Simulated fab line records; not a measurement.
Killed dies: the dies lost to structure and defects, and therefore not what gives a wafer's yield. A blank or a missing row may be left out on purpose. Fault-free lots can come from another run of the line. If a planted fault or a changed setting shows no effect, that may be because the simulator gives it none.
Problem report, 8D (eight disciplines) form, completed by code    flow berkeley-cmos170    the parts of the form that need people (team, actions taken, sign-off) are left out

1. WHAT WENT WRONG
cd-nm at UCB170_V1_CD_MEAS_90 reads a mean of 711.5 nm on 2 wafers of 2 lots; wafers without a fault read 700.6 nm with a standard deviation of 1.8. That is +6.0 standard deviations from the usual mean.
The step: target cd 700 nm.
First observed at day 10 04:12: wafer L488.3, on cd-sem-02. The record holds 42 wafers of 14 lots with a number at this step. Rule for "out" (also "out of limits"): further than 4 standard deviations from the usual mean. Any other wafer with a number is counted as sound.

2. WHAT THIS IS AND IS NOT
question                     is                 is not
which readings at this step  cd-nm              -
which lots                   L488, L491         L479, L480, L481, L482, L492, L494, L497, L498, L499, L500, L501, L502
which wafers of those lots   L488.3, L491.2     L488.2, L488.5, L491.4, L491.6
read on which gauges         cd-sem-02          cd-sem-01
when                         from day 10 04:12  up to then (14 sound wafers); but 26 sound wafers of L491, L492, L494, L497, L498, L499, L500, L501, L502 came after

3. SUSPECTS, AND WHAT RULES EACH OUT
Counting: if a tool at a process step up to the reading ran every lot that is out, it stays a suspect. Sound lots after the first of them don't rule it out here, since some wafers of a struck lot are sound.
- the gauge at UCB170_V1_CD_MEAS_90 is ruled out. All the wafers that are out were read on cd-sem-02, but those of them that UCB170_V1_ETCH_14 has rows for are out there too, on other tools.
- rie-diel-03 at UCB170_V1_ETCH_14 (etches SiO2 in CHF3/CF4/Ar, stops on Al, target depth 1250 nm, time 291 s): kept. It processed each lot that is out (first: L488, day 10 03:54); up to then, its last sound lot is L482 (day 9 06:44). Its own rf-fwd-power-W readings are out on those wafers.
- plasma-asher-04 at UCB170_V1_STRIP_15 (strips in O2): kept. It processed each lot that is out (first: L488, day 10 04:05); up to then, its last sound lot is L479 (day 8 12:20). Its own strip-time-to-endpoint-s readings are out on those wafers.
- In rie-diel-03 at UCB170_V1_ETCH_14, the wafers that are out were processed in chamber 0 and their sound lot-mates in chambers 2, 3.
What counting leaves: rie-diel-03 at UCB170_V1_ETCH_14 and plasma-asher-04 at UCB170_V1_STRIP_15.

4. THE CAUSE (what the simulator had put in)
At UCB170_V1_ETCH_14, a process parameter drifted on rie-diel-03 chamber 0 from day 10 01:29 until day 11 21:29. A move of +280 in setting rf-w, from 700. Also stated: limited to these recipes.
2 suspects survive the count, and this tool is in that group.

5. SEQUENCE OF EFFECTS, ordered by route
One row per reading whose mean, taken over the struck wafers that have a number, lies over 3 standard deviations from the usual. Readings are gone through only where the record gives a usual standard deviation; hours: the median, over the lots, of the time from a lot's start at the first step in this table giving one to that lot's start at this step; sigmas: the change measured in usual standard deviations.
hours  step                  reading                   usual     on struck wafers  change  sigmas
0      UCB170_V1_ETCH_14     rf-fwd-power-W            698.2 W   977.7             +279.5  +99 or more
0      UCB170_V1_STRIP_15    strip-time-to-endpoint-s  15.33 s   14.10             -1.23   -8.8
0      UCB170_V1_CD_MEAS_90  cd-nm                     700.6 nm  711.5             +10.9   +6.0
Here are the process steps it includes:
- UCB170_V1_ETCH_14: etches SiO2 in CHF3/CF4/Ar, stops on Al, target depth 1250 nm, time 291 s.
- UCB170_V1_STRIP_15: strips in O2.

6. HOW IT WOULD HAVE BEEN CAUGHT EARLIER
In this record the first reading out of limits at a measuring or inspecting step was taken at day 10 04:12, 3 hours after the fault began at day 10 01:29.
At UCB170_V1_ETCH_14, the tool's own readings (rf-fwd-power-W) were out on each struck wafer the step has a row for, so an alarm limit on them would have fired on the first such wafer.
Lots out: 2; of these, L491 started UCB170_V1_ETCH_14 on rie-diel-03 after day 10 04:12. It would have been spared by a hold on the tool at that moment.
